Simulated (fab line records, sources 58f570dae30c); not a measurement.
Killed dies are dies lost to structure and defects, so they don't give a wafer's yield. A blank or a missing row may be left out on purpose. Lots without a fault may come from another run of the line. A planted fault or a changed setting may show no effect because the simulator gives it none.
Which tool did it? | flow berkeley_cmos170 | 14 lots, 42 wafers sampled, at 4 steps of a route of 331

WHAT THE GAUGES READ, wafer by wafer
UCB170_V2_THK_MEAS_01. Usual: V2_TEOS_THK 1987 nm, standard deviation 28.
lot  | measured     | on            | V2_TEOS_THK (nm) | flag
L271 | day 9 02:43  | film_metro-03 | 1962 2018 2004   |
L272 | day 9 04:05  | film_metro-02 | 1938 2044 2017   |
L273 | day 9 12:50  | film_metro-01 | 1978 1979 1970   |
L275 | day 10 16:07 | film_metro-01 | 2029 2009 1982   |
L276 | day 10 16:21 | film_metro-02 | 1960 1979 2011   |
L277 | day 10 16:34 | film_metro-03 | 1989 1986 2017   |
L278 | day 10 16:49 | film_metro-03 | 1955 1952 1987   |
L279 | day 11 03:00 | film_metro-03 | 1938 1974 1972   |
L282 | day 11 20:35 | film_metro-02 | 1986 1996 2015   |
L285 | day 12 07:07 | film_metro-01 | 1968 2017 2036   |
L291 | day 14 00:52 | film_metro-01 | 1961 1987 1956   |
L292 | day 14 07:50 | film_metro-01 | 1956 1971 2005   |

UCB170_V2_BOW_MEAS_03. Usual: V2_BOW 37 um, standard deviation 6.8.
lot  | measured     | on            | V2_BOW (um) | flag
L271 | day 9 03:05  | film_metro-02 | 40 40 40    |
L272 | day 9 04:26  | film_metro-03 | 39 43 37    |
L273 | day 9 13:11  | film_metro-02 | 38 39 30    |
L275 | day 10 16:31 | film_metro-02 | 45 39 31    |
L276 | day 10 16:44 | film_metro-02 | 30 38 25    |
L277 | day 10 16:56 | film_metro-01 | 39 31 42    |
L278 | day 10 17:14 | film_metro-03 | 23 28 30    |
L279 | day 11 03:22 | film_metro-03 | 30 27 27    |
L282 | day 11 20:58 | film_metro-01 | 42 45 35    |
L285 | day 12 07:29 | film_metro-02 | 37 35 27    |
L291 | day 14 01:14 | film_metro-01 | 34 37 37    |
L292 | day 14 09:47 | film_metro-02 | 37 38 27    |

WHICH TOOL RAN EACH LOT (tool, then ch and the chambers of the sampled wafers, then the start)
lot  | UCB170_M2_EXPOSE_12               | UCB170_V2_CMP_02
L271 | krf_scanner-01 ch 0, day 9 01:34  | cmp-02 ch 1,3, day 9 02:47
L272 | krf_scanner-02 ch 0, day 9 02:55  | cmp-01 ch 0,3, day 9 04:08
L273 | krf_scanner-01 ch 0, day 9 11:29  | cmp-01 ch 2,3, day 9 12:53
L275 | krf_scanner-02 ch 0, day 10 14:58 | cmp-01 ch 0,1, day 10 16:12
L276 | krf_scanner-01 ch 0, day 10 15:13 | cmp-02 ch 0,3, day 10 16:23
L277 | krf_scanner-02 ch 0, day 10 15:25 | cmp-01 ch 0,1,2, day 10 16:41
L278 | krf_scanner-01 ch 0, day 10 15:40 | cmp-01 ch 1,2, day 10 16:56
L279 | krf_scanner-01 ch 0, day 11 01:08 | cmp-02 ch 0,3, day 11 03:04
L281 | krf_scanner-02, day 11 16:12      | -
L283 | krf_scanner-01, day 11 17:55      | -
L282 | krf_scanner-02 ch 0, day 11 19:07 | cmp-02 ch 1,2,3, day 11 20:43
L285 | krf_scanner-02 ch 0, day 12 05:58 | cmp-02 ch 0,2,3, day 12 07:16
L291 | krf_scanner-01 ch 0, day 13 23:43 | cmp-02 ch 1,2,3, day 14 00:56
L292 | krf_scanner-01 ch 0, day 14 06:41 | cmp-02 ch 0,2,3, day 14 09:32
- UCB170_M2_EXPOSE_12: exposes mask METAL2, target cd 700 nm.
- UCB170_V2_CMP_02: polishes SiO2.

WHAT THE TOOLS THEMSELVES READ (means of the sampled wafers that have a number; where no wafer has one, the mark that the record gives instead)
UCB170_M2_EXPOSE_12. Usual: exposure_dose_mJ_cm2 26.06, standard deviation 0.04; focus_offset_nm 0.0 nm, standard deviation 0.5; stage_vel_mm_s 500.05 mm/s, standard deviation 0.22.
lot  | tool           | exposure_dose_mJ_cm2 | focus_offset_nm (nm) | stage_vel_mm_s (mm/s) | flag
L271 | krf_scanner-01 | 26.07                | 0.1                  | 499.95                |
L272 | krf_scanner-02 | 26.05                | -0.2                 | 499.99                |
L273 | krf_scanner-01 | 26.07                | 0.1                  | 500.08                |
L275 | krf_scanner-02 | 26.05                | 0.1                  | 500.00                |
L276 | krf_scanner-01 | 26.01                | -0.5                 | 500.23                |
L277 | krf_scanner-02 | 26.03                | 0.3                  | 500.06                |
L278 | krf_scanner-01 | 26.07                | -0.4                 | 500.34                |
L279 | krf_scanner-01 | 26.05                | 0.2                  | 500.20                |
L281 | krf_scanner-02 | -                    | -                    | -                     | OFF
L283 | krf_scanner-01 | -                    | -                    | -                     | OFF
L282 | krf_scanner-02 | 26.02                | 0.3                  | 499.94                |
L285 | krf_scanner-02 | 26.07                | -0.1                 | 499.82                |
L291 | krf_scanner-01 | 26.04                | 0.0                  | 499.76                |
L292 | krf_scanner-01 | 26.06                | -0.4                 | 500.07                |

UCB170_V2_CMP_02. Usual: motor_current_A 16.4 A, standard deviation 1.8.
lot  | tool   | motor_current_A (A) | flag
L271 | cmp-02 | 15.3                |
L272 | cmp-01 | 16.9                |
L273 | cmp-01 | 18.9                |
L275 | cmp-01 | 14.5                |
L276 | cmp-02 | 15.0                |
L277 | cmp-01 | 16.1                |
L278 | cmp-01 | 16.6                |
L279 | cmp-02 | 15.2                |
L282 | cmp-02 | 15.3                |
L285 | cmp-02 | 16.1                |
L291 | cmp-02 | 15.8                |
L292 | cmp-02 | 16.6                |

THE ANSWER, worked out from the rows above alone
Rule: a lot is off if the mean of its wafers that have a number lies more than 3 standard deviations from the usual mean. A lot without any number at a reading at which 4 lots or more have one is off too. The other lots that the step has rows for count as sound. The gauges are gone through in route order, then the tools' own readings, and for those a lot's mean is taken as printed above. The first step at which some lot is off is used, and at that step the reading that is off furthest; a lot without a number counts as furthest.
Off: L281, L283, at UCB170_M2_EXPOSE_12 (exposure_dose_mJ_cm2). Without a number there: L281, L283.
A tool fits if, at that step or a process step before it, it ran every lot that is off, and no sound lot after the first of them. None of those tried fits.

WHAT THE SIMULATOR HAD PUT IN
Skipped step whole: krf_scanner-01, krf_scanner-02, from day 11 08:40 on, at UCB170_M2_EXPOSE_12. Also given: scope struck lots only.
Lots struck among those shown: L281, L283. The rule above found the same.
